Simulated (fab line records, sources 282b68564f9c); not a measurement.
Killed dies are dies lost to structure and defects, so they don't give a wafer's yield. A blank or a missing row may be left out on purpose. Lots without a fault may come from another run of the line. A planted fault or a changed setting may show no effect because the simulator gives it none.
Tool commonality check | flow rit_cmos | 15 lots, 45 wafers sampled

WHY IT WAS OPENED
At RIT_PRETRO_TW_MEAS_10 the reading PRETRO_TW is flagged on 3 of 15 lots. Wafers without a fault read 472.9, standard deviation 2.2.
Rule: a lot is flagged when every wafer of it that has a number lies more than 4 standard deviations from that mean, or none has a number. The other lots count as sound.

lot  | measured    | on            | PRETRO_TW, wafer by wafer | flag
L642 | day 2 12:49 | film_metro-02 | 472.3 471.2 471.7         |
L643 | day 2 16:44 | film_metro-02 | 472.8 471.9 473.2         |
L644 | day 2 18:53 | film_metro-02 | 475.9 472.3 471.5         |
L645 | day 3 01:10 | film_metro-01 | 473.2 471.4 473.5         |
L646 | day 3 05:37 | film_metro-02 | 476.7 476.4 475.2         |
L647 | day 3 10:48 | film_metro-01 | 471.3 473.1 474.0         |
L648 | day 3 15:43 | film_metro-02 | 475.8 473.6 476.1         |
L653 | day 4 19:26 | film_metro-03 | 475.9 476.2 474.1         |
L654 | day 4 23:51 | film_metro-03 | 470.4 472.5 472.8         |
L655 | day 5 04:10 | film_metro-03 | 476.0 471.3 473.2         |
L657 | day 5 13:44 | film_metro-02 | 447.8 449.4 449.6         | FLAGGED
L658 | day 5 18:03 | film_metro-01 | 475.3 470.3 473.5         |
L659 | day 6 01:45 | film_metro-01 | 448.0 447.0 446.6         | FLAGGED
L660 | day 6 06:13 | film_metro-01 | 471.6 471.2 469.9         |
L661 | day 6 09:04 | film_metro-02 | 451.3 449.0 450.5         | FLAGGED
The numbers of the flagged lots are 448.8 on average: -24.1 against the usual, or -11 standard deviations.

WHICH TOOL RAN EACH LOT
The record holds 1 process step before the reading, out of a route of 202 steps. In each cell: the tool, then ch and the chambers that the sampled wafers went through, then the start.
lot  | flag    | RIT_PRETRO_IMPLANT_08
L642 |         | implanter-03 ch 0, day 2 12:29
L643 |         | implanter-01 ch 0, day 2 16:25
L644 |         | implanter-03 ch 0, day 2 18:34
L645 |         | implanter-01 ch 0, day 3 00:50
L646 |         | implanter-01 ch 0, day 3 05:19
L647 |         | implanter-03 ch 0, day 3 10:29
L648 |         | implanter-01 ch 0, day 3 15:25
L653 |         | implanter-01 ch 0, day 4 19:07
L654 |         | implanter-01 ch 0, day 4 23:34
L655 |         | implanter-03 ch 0, day 5 03:51
L657 | FLAGGED | implanter-01 ch 0, day 5 13:26
L658 |         | implanter-03 ch 0, day 5 17:44
L659 | FLAGGED | implanter-01 ch 0, day 6 01:26
L660 |         | implanter-03 ch 0, day 6 05:53
L661 | FLAGGED | implanter-01 ch 0, day 6 08:46
What these steps do:
- RIT_PRETRO_IMPLANT_08
- RIT_PRETRO_TW_MEAS_10

FLAGGED OVER TOTAL, TOOL BY TOOL (the gauges that took the reading come last)
step                  | tool          | lots run | flagged | share of the flagged lots | sound lots run after its first flagged lot
RIT_PRETRO_IMPLANT_08 | implanter-01  | 9        | 3       | all                       | 0
RIT_PRETRO_IMPLANT_08 | implanter-03  | 6        | 0       | none                      | -
RIT_PRETRO_TW_MEAS_10 | film_metro-01 | 5        | 1       | some                      | 1 (L660)
RIT_PRETRO_TW_MEAS_10 | film_metro-02 | 7        | 2       | some                      | 0
RIT_PRETRO_TW_MEAS_10 | film_metro-03 | 3        | 0       | none                      | -

WHAT THE TABLE ALLOWS
1 row of the table ran every flagged lot: implanter-01 at RIT_PRETRO_IMPLANT_08.
- implanter-01 at RIT_PRETRO_IMPLANT_08: 3 of its 9 lots flagged. Its last sound lot is L654 (day 4 23:34), its first flagged lot L657 (day 5 13:26): a fault that began between those two fits. Its own readings lie more than 4 standard deviations out on every wafer of the flagged lots: beam_energy_keV.
One tool is left: implanter-01 at RIT_PRETRO_IMPLANT_08.

WHAT THE SIMULATOR HAD PUT IN
Process parameter drift: implanter-01, from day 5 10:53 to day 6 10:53, at RIT_PRETRO_IMPLANT_08. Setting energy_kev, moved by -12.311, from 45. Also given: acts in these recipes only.
Lots struck among those shown: L657, L659, L661. The rule above found the same.
